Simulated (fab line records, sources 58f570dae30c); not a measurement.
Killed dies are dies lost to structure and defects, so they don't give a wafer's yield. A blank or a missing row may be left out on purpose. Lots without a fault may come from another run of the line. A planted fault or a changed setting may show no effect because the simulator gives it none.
One fault seen from 2 desks | flow berkeley_cmos170 | each desk has only its own numbers; what lay behind them comes last

THE TOOL OWNER'S DESK: pvd_sputter-02
The tool's own readings at UCB170_SILICIDE_SPUTTER_01 (material Ti, target thk 30 nm, time 25 s): means of the sampled wafers that have a number, for each lot that ran on this tool. A lot is out of limits, marked OUT, if its mean lies more than 4 standard deviations from the usual mean; the brackets give that distance.
Columns: A = chamber_pressure_pa at UCB170_SILICIDE_SPUTTER_01, usual 0.4999 Pa; B = throttle_valve_pct at UCB170_SILICIDE_SPUTTER_01, usual 30.1 %
lot  | first seen here | A      | B
L344 | day 7 21:24     | 0.5004 | 29.9
L343 | day 7 22:35     | 0.5000 | 29.5
L353 | day 10 07:23    | 0.5011 | 30.1
This desk's finding: nothing out of limits on any of the 3 lots.

THE METROLOGY DESK
What the gauges read, lot by lot, whatever tool the lot ran on: means of the sampled wafers that have a number. A lot is out of limits, marked OUT, if its mean lies more than 4 standard deviations from the usual mean; the brackets give that distance.
Columns: A = SILICIDE_TI_RS at UCB170_SILICIDE_RS_MEAS_02, usual 25.9 ohm/sq; B = SILICIDE_TI_THK at UCB170_SILICIDE_THK_MEAS_03, usual 30.6 nm
lot  | first seen here | A    | B
L344 | day 7 21:26     | 25.8 | 30.6
L343 | day 7 22:39     | 26.1 | 30.3
L342 | day 7 23:06     | 25.7 | 31.3
L348 | day 9 12:07     | 26.6 | 30.3
L357 | day 10 01:35    | 25.6 | 31.3
L353 | day 10 07:27    | 27.2 | 29.3
L359 | day 10 07:53    | 25.8 | 30.5
L358 | day 10 08:32    | 25.8 | 31.2
L360 | day 10 18:46    | 25.9 | 30.5
L363 | day 11 08:50    | 26.2 | 30.2
L362 | day 11 09:14    | 25.6 | 30.8
L364 | day 11 18:14    | 26.2 | 30.6
L365 | day 12 00:50    | 25.4 | 31.4
This desk's finding: nothing out of limits on any of the 13 lots.

PUT TOGETHER
The tool owner's desk saw nothing out of limits.
The metrology desk saw nothing out of limits.

WHAT THE SIMULATOR HAD PUT IN
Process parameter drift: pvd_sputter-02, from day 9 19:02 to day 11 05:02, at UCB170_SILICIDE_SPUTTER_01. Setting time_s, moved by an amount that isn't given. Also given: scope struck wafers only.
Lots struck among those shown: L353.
